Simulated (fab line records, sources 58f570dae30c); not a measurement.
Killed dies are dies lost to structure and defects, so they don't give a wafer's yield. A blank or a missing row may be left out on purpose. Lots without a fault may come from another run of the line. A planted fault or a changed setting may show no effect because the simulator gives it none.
Which tool did it? | flow berkeley_cmos170 | 14 lots, 42 wafers sampled, at 3 steps of a route of 331

WHAT THE GAUGES READ, wafer by wafer
UCB170_V1_OVL_MEAS_13. Usual: V1_OVL -2 nm, standard deviation 5.4.
lot  | measured     | on         | V1_OVL (nm) | flag
L222 | day 7 15:26  | overlay-02 | -4 -4 1     |
L224 | day 8 00:14  | overlay-01 | -13 -8 -11  |
L225 | day 8 21:02  | overlay-02 | -4 0 -6     |
L229 | day 9 08:58  | overlay-01 | 0 -1 -3     |
L228 | day 9 09:10  | overlay-02 | 3 1 0       |
L231 | day 9 09:24  | overlay-01 | -12 -5 -5   |
L226 | day 9 09:38  | overlay-02 | 7 13 3      |
L230 | day 9 23:35  | overlay-01 | -2 -5 1     |
L233 | day 10 06:00 | overlay-02 | -11 -15 -8  |
L234 | day 11 05:37 | overlay-01 | -1 1 1      |
L236 | day 11 05:52 | overlay-01 | -1 2 -4     |
L237 | day 11 14:44 | overlay-02 | 7 -2 3      |
L242 | day 12 04:47 | overlay-02 | 5 5 3       |
L243 | day 12 07:47 | overlay-02 | 0 -6 2      |

UCB170_V1_CD_MEAS_90: target cd 700 nm. Usual: cd_nm 699.7 nm, standard deviation 2.
lot  | measured     | on        | cd_nm (nm)        | flag
L222 | day 7 15:46  | cd_sem-01 | 698.8 698.3 697.9 |
L224 | day 8 00:38  | cd_sem-02 | 698.7 701.2 699.0 |
L225 | day 8 21:21  | cd_sem-02 | 698.0 698.8 698.3 |
L229 | day 9 09:17  | cd_sem-01 | 696.5 699.7 697.1 |
L228 | day 9 09:29  | cd_sem-02 | 696.4 694.2 697.1 |
L231 | day 9 09:44  | cd_sem-02 | 699.0 696.8 698.2 |
L226 | day 9 09:58  | cd_sem-02 | 699.2 701.1 702.1 |
L230 | day 9 23:56  | cd_sem-02 | 702.2 701.9 703.6 |
L233 | day 10 06:20 | cd_sem-02 | 700.8 701.4 700.0 |
L234 | day 11 05:56 | cd_sem-02 | 700.7 699.4 698.2 |
L236 | day 11 06:13 | cd_sem-02 | 701.7 702.8 700.3 |
L237 | day 11 15:02 | cd_sem-01 | 695.6 697.6 696.5 |
L242 | day 12 05:07 | cd_sem-01 | 698.3 698.7 700.8 |
L243 | day 12 08:06 | cd_sem-01 | 698.9 698.3 697.0 |

UCB170_M2_OVL_MEAS_16. Usual: M2_OVL -3 nm, standard deviation 5.3.
lot  | measured     | on         | M2_OVL (nm) | flag
L222 | day 7 18:27  | overlay-01 | 1 -5 4      |
L224 | day 8 04:29  | overlay-01 | 2 -4 -3     |
L225 | day 8 23:41  | overlay-02 | -2 3 2      |
L229 | day 9 11:46  | overlay-01 | -2 -1 -4    |
L228 | day 9 12:29  | overlay-01 | -4 -4 -5    |
L231 | day 9 12:53  | overlay-01 | -1 -8 -6    |
L226 | day 9 13:02  | overlay-02 | -2 -2 -3    |
L230 | day 10 02:25 | overlay-01 | -2 -3 -12   |
L233 | day 10 10:20 | overlay-02 | 7 6 -3      |
L234 | day 11 08:15 | overlay-01 | -10 -4 -6   |
L236 | day 11 08:22 | overlay-01 | 5 -3 -3     |
L237 | day 11 17:29 | overlay-02 | -16 -8 -14  |
L242 | day 12 09:05 | overlay-02 | 3 0 6       |
L243 | day 12 11:42 | overlay-02 | -4 -2 1     |

WHICH TOOL RAN EACH LOT (tool, then ch and the chambers of the sampled wafers, then the start)
The record holds no process step before these readings.

WHAT THE TOOLS THEMSELVES READ (means of the sampled wafers that have a number; where no wafer has one, the mark that the record gives instead)
The record holds no such reading with a usual standard deviation.

THE ANSWER, worked out from the rows above alone
Rule: a lot is off if the mean of its wafers that have a number lies more than 3 standard deviations from the usual mean. A lot without any number at a reading at which 4 lots or more have one is off too. The other lots that the step has rows for count as sound. The gauges are gone through in route order, then the tools' own readings, and for those a lot's mean is taken as printed above. The first step at which some lot is off is used, and at that step the reading that is off furthest; a lot without a number counts as furthest.
No lot is off at any reading shown: from this, nothing can be told.

WHAT THE SIMULATOR HAD PUT IN
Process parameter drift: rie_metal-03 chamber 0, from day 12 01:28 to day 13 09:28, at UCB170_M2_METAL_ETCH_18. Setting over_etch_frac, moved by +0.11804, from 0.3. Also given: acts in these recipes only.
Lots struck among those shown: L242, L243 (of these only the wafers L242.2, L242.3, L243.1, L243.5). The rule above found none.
